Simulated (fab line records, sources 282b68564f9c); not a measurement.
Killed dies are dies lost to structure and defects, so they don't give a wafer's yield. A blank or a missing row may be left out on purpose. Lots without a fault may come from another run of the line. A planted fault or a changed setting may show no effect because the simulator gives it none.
A struck lot beside a sound one | flow rit_cmos | 18 steps out of a route of 202
Sound: wafers L989.1, L989.2, L989.3. Struck: wafers L102.1, L102.2, L102.6. The cause comes at the end.
At each step with rows: each side's tool, then ch and its chambers, then its first start. Under that, the readings that differ: sound wafers | struck wafers | difference of the means | sigmas: that difference in standard deviations of wafers without a fault.
alike: readings whose means differ by less than 2 such deviations, and words and numbers that are the same on both sides. not compared: withheld readings, readings that some wafer has no value for, bounds like >300 that may hide the same value, and numbers for which the record gives no deviation and whose values overlap.
The two part at a step that has a row with sigmas, a row that says differs or no value, or rows on one side only. Numbers that don't overlap but have no deviation are shown without sigmas and don't part them. A reading that every wafer of one side lacks parts them only if that side has two wafers or more.

first, 4 steps without rows for these wafers: RIT_NSD_SOFTBAKE_02 (time 60 s); RIT_NSD_EXPOSE_03 (exposes mask M9, target cd 40700 nm); RIT_NSD_PEB_04; RIT_NSD_DEVELOP_05 (develop time 50 s).
RIT_NSD_OVL_MEAS_06:
  sound on overlay-02, day 4 18:04; struck on overlay-01, day 6 20:21
  alike: NSD_OVL
then, 2 steps without rows for these wafers: RIT_NSD_HARDBAKE_07 (time 60 s); RIT_NSD_IMPLANT_08.
RIT_NSD_STRIP_09: strips in O2, time 180 s.
  sound on plasma_asher-02 ch 0,1, day 4 18:24; struck on plasma_asher-03 ch 0,1, day 6 20:43
  alike: drypump_motor_current_A
  not compared: rf_hours_counter_h
RIT_NSD_TW_MEAS_10:
  sound on film_metro-02, day 4 18:34; struck on film_metro-01, day 6 20:53
  alike: NSD_TW
then, 3 steps without rows for these wafers: RIT_PSD_HMDS_00 (prime time 60 s); RIT_PSD_COAT_01 (resist thk 1000 nm); RIT_PSD_SOFTBAKE_02 (time 60 s).
RIT_PSD_EXPOSE_03: exposes mask M10, target cd 40900 nm.
  sound on iline_stepper-02 ch 0, day 4 19:19; struck on iline_stepper-02 ch 0, day 6 21:24
  reading                     | sound                   | struck               | difference | sigmas
  model.PSD.overlay_x_nm (nm) | -0.2122 -0.2122 -0.2122 | -151.4 -151.4 -151.4 | -151.2     |
  alike: mask, reticle_temp_C
then, 2 steps without rows for these wafers: RIT_PSD_PEB_04; RIT_PSD_DEVELOP_05 (develop time 50 s).
RIT_PSD_OVL_MEAS_06:
  sound on overlay-02, day 4 19:43; struck on overlay-01, day 6 21:48
  reading      | sound          | struck               | difference | sigmas
  PSD_OVL (nm) | -1.3 -1.4 -2.9 | -152.3 -150.8 -151.8 | -149.8     | -99 or more
then, 1 step without rows for these wafers: RIT_PSD_HARDBAKE_07 (time 60 s).
RIT_M1_PROBE_99:
  sound on prober-02, day 5 05:49; struck on prober-02, day 7 06:40
  reading                                                 | sound                | struck              | difference | sigmas
  model.etest.select_edge_diode_p.leak_log10_a (angstrom) | -10.34 -10.07 -10.42 | -9.361 -9.38 -9.533 | +0.852     |
  alike: killed_at_contacts, killed_at_front_end, killed_dies, killed_open, killed_short

WHERE THEY PART
Only at RIT_PSD_OVL_MEAS_06, within this record. Later steps at which nothing parts them and some readings are alike: RIT_M1_PROBE_99.

WHY: what the simulator had put in
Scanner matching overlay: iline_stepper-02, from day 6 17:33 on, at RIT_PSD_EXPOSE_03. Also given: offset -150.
